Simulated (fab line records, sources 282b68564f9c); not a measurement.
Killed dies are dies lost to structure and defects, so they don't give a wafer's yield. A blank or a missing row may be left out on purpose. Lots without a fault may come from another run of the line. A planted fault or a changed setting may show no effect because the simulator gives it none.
fab line records | flow rit_cmos
record lots=13 wafers=39 last_day=8
route steps=202 shown GATE@84
lots that met no fault: from a run of the same line without faults
start_h: hours from the record's first day to the start of the lot's first wafer shown | wait_h: hours since the lot's step before | " the same as in the row above | L1.1+2: a row that stands for several wafers | - no value, or no start given | * or withheld: withheld | < > ~ a bound
route shown NAME@n: a module of which the file shows steps, and the number in the route of the first | usual: mean/standard deviation of fault-free wafers | same: alike in all rows | chamber/n: place in a boat | sites: the reading at each site | _std_site: their standard deviation | _edge_site: outer sites' mean less inner sites' | radius_mm: how far each site lies from the wafer's centre | mask NAME#n: copy n | behind: the tool/chamber that last shaped the wafer | hold: why the lot was held/for how many hours/how that ended | device: the transistor (n, p or np) that didn't switch | end of line: the same wafers' tests at the end of the route | a step without rows: its recipe alone | killed: dies lost to structure and defects at the first sort, not the wafer's yield | map: a wafer's dies, x killed, . not, _ none there
set.NAME: the setting as run; set.NAME@STEP: as run at that earlier step | model.NAME: the simulator's own value behind a step, which no gauge read
steps of the route over a sample of lots; a table a step, a row a wafer
services: from which hour (start_h, from the record's first day; less than 0 if before it) a tool's chamber was out of use, for how many hours, and why
## steps
# step RIT_GATE_CVD_08
# recipe material=poly-Si target_thk_nm=250 temp_c=610 precursor=SiH4 time_s=2220 pressure_mtorr=300 sih4_flow_sccm=100
# usual zone_power_load_pct=12.1/1.4
# columns lot.wafer tool chamber start_h wait_h zone_power_load_pct
L807.2 lpcvd-01 1 34.74 0.3 12.0
L807.3 " 1 " " 12.0
L807.4 " 1 " " 11.9
L808.2 lpcvd-02 0 39.71 0.0 14.1
L808.3 " 0 " " 14.0
L808.6 " 0 " " 14.0
L810.2 lpcvd-02 1 49.50 0.0 10.2
L810.3 " 1 " " 10.1
L810.5 " 1 " " 10.0
L813.1 lpcvd-01 0 64.71 0.1 11.2
L813.3 " 0 " " 11.5
L813.4 " 0 " " 11.2
L815.2 lpcvd-01 1 74.99 0.0 12.2
L815.4 " 1 " " 12.0
L815.6 " 1 " " 12.0
L816.2 lpcvd-02 1 81.22 0.0 10.2
L816.3 " 1 " " 10.1
L816.4 " 1 " " 10.1
L819.2 lpcvd-01 1 95.36 0.0 12.0
L819.3 " 1 " " 12.1
L819.4 " 1 " " 12.1
L820.3 lpcvd-01 0 103.47 0.0 11.2
L820.4 " 0 " " 11.3
L820.5 " 0 " " 11.4
L821.1 lpcvd-01 0 111.03 0.1 11.2
L821.5 " 0 " " 11.5
L821.6 " 0 " " 11.3
L824.3 lpcvd-01 0 121.39 0.0 11.5
L824.4 " 0 " " 11.2
L824.6 " 0 " " 11.3
L825.1 lpcvd-01 0 133.82 1.2 11.2
L825.3 " 0 " " 11.2
L825.5 " 0 " " 11.4
L827.2 lpcvd-01 1 137.36 0.0 11.9
L827.3 " 1 " " 12.0
L827.5 " 1 " " 11.9
L830.1 lpcvd-02 1 160.79 0.1 10.1
L830.2 " 1 " " 10.2
L830.6 " 1 " " 10.1
# step RIT_GATE_THK_MEAS_09
# recipe reads=poly-Si_of_GATE_CVD_08
# usual GATE_POLY_THK=250.8/2
# columns lot.wafer tool chamber start_h wait_h GATE_POLY_THK[nm]
L807.2 film_metro-01 - 36.37 0.0 250.1
L807.3 " - " " 249.3
L807.4 " - " " 251.6
L808.2 film_metro-02 - 41.34 0.0 247.4
L808.3 " - " " 248.2
L808.6 " - " " 249.1
L810.2 film_metro-03 - 51.13 0.0 250.1
L810.3 " - " " 249.5
L810.5 " - " " 249.9
L813.1 film_metro-03 - 66.33 0.0 250.5
L813.3 " - " " 254.6
L813.4 " - " " 251.4
L815.2 film_metro-01 - 76.61 0.0 246.4
L815.4 " - " " 249.0
L815.6 " - " " 249.6
L816.2 film_metro-01 - 82.85 0.0 313.0
L816.3 " - " " 311.5
L816.4 " - " " 315.3
L819.2 film_metro-01 - 96.98 0.0 250.7
L819.3 " - " " 251.2
L819.4 " - " " 250.5
L820.3 film_metro-02 - 105.10 0.0 252.2
L820.4 " - " " 252.6
L820.5 " - " " 252.5
L821.1 film_metro-03 - 112.65 0.0 253.2
L821.5 " - " " 252.3
L821.6 " - " " 253.0
L824.3 film_metro-03 - 123.02 0.0 249.1
L824.4 " - " " 249.4
L824.6 " - " " 250.1
L825.1 film_metro-02 - 135.43 0.0 251.9
L825.3 " - " " 253.0
L825.5 " - " " 251.2
L827.2 film_metro-01 - 138.99 0.0 252.9
L827.3 " - " " 252.7
L827.5 " - " " 250.3
L830.1 film_metro-03 - 162.41 0.0 252.9
L830.2 " - " " 250.3
L830.6 " - " " 251.7
# step RIT_GATE_ETCH_19
# recipe chemistry=SF6/CHF3/O2 time_s=165 SF6_flow_sccm=30 CHF3_flow_sccm=30 O2_flow_sccm=5 target=poly-Si pressure_mtorr=40 rf_w=160 target_depth_a=3125 over_etch_frac=0.25 stop_on=SiO2
# usual drypump_motor_current_A=5.6/0.32 oes_product_au=0.858/0.013 throttle_valve_pct=10.21/0.15
# columns lot.wafer tool chamber start_h wait_h drypump_motor_current_A oes_product_au rf_hours_counter_h throttle_valve_pct
L807.2 rie_si-02 2 37.57 0.1 5.5 0.869 115 10.25
L807.3 " 0 " " 5.7 0.831 56 10.19
L807.4 " 3 " " 5.2 0.866 1 10.42
L808.2 rie_si-01 2 42.67 0.1 6.1 0.853 97 10.25
L808.3 " 0 " " 5.3 0.849 1 10.35
L808.6 " 0 " " 5.3 0.849 - 10.35
L810.2 rie_si-01 2 52.46 0.1 6.1 0.857 97 10.28
L810.3 " 1 " " 5.3 0.848 86 9.92
L810.5 " 0 " " 5.3 0.870 - 10.37
L813.1 rie_si-02 0 67.67 0.1 5.7 0.829 56 10.20
L813.3 " 1 " " 6.0 0.881 2 10.12
L813.4 " 2 " " 5.6 0.860 116 10.26
L815.2 rie_si-02 2 78.20 0.1 5.6 0.847 116 10.25
L815.4 " 0 " " 5.7 0.828 56 10.20
L815.6 " 1 " " 6.0 0.872 - 10.12
L816.2 rie_si-01 3 84.18 0.1 5.5 0.999 112 10.29
L816.3 " 1 " " 5.3 0.983 87 9.91
L816.4 " 3 " " 5.5 1.008 - 10.30
L819.2 rie_si-02 1 98.19 0.1 6.1 0.872 3 10.13
L819.3 " 0 " " 5.7 0.829 56 10.19
L819.4 " 2 " " 5.6 0.858 116 10.26
L820.3 rie_si-01 3 106.30 0.1 5.5 0.867 112 10.28
L820.4 " 2 " " 6.1 0.862 98 10.26
L820.5 " 1 " " 5.3 0.859 - 9.92
L821.1 rie_si-02 1 113.86 0.1 6.1 0.876 3 10.12
L821.5 " 1 " " 6.1 0.878 - 10.10
L821.6 " 0 " " 5.7 0.843 - 10.19
L824.3 rie_si-01 2 124.34 0.1 6.1 0.848 98 10.27
L824.4 " 1 " " 5.4 0.840 87 9.90
L824.6 " 3 " " 5.6 0.863 - 10.30
L825.1 rie_si-01 0 137.02 0.1 5.3 0.861 2 10.37
L825.3 " 2 " " 6.1 0.863 98 10.27
L825.5 " 2 " " 6.1 0.859 - 10.26
L827.2 rie_si-02 3 140.20 0.1 5.2 0.868 2 10.43
L827.3 " 1 " " 6.1 0.882 3 10.12
L827.5 " 2 " " 5.6 0.863 - 10.26
L830.1 rie_si-01 1 163.75 0.1 5.3 0.860 87 9.93
L830.2 " 2 " " 6.1 0.857 98 10.25
L830.6 " 0 " " 5.3 0.856 - 10.37
## services
# columns tool chamber start_h hours kind
rie_si-01 3 19.07 45.1 repair
rie_si-01 - 23.55 4.3 pm
lpcvd-02 - 47.24 0.4 repair
rie_si-02 - 49.03 0.3 repair
lpcvd-01 - 61.69 1.1 repair
rie_si-01 0 78.93 11.9 repair
lpcvd-01 - 143.26 0.4 repair
lpcvd-02 - 143.61 6.1 pm
## key
first_sign step=RIT_GATE_THK_MEAS_09 reading=GATE_POLY_THK direction=up sigmas=31 usual=250.8 struck=313.3
effect step=RIT_GATE_ETCH_19 reading=oes_product_au direction=up sigmas=10 usual=0.858 struck=0.997
met_at RIT_GATE_CVD_08
struck_lots L816
struck_wafers L816.2,L816.3,L816.4
later_rows_left_out L816.2,L816.4
sort_left_out L816.2,L816.3,L816.4
tester_left_out L816
onset_between 49.50 81.22
fault kind=process_parameter_drift tool=lpcvd-02 chamber=1 onset_h=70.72 steps=RIT_GATE_CVD_08 channel=time_s offset=* shape=step end_h=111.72 acts_in=* stated=*
# tester_left_out: of these lots the tester's yield and bins aren't shown, on N5 and GAA mostly nor the transistor test; their killed dies are dies lost to structure and defects alone, not to doping, threshold or leakage, so they don't give the yield
# sort_left_out: the simulated sort isn't trusted on such a fault, so these wafers' sort isn't shown, and their yield isn't known
# later_rows_left_out: the simulator's readings of these wafers behind a module that went badly wrong aren't trusted and aren't shown, but for the sort
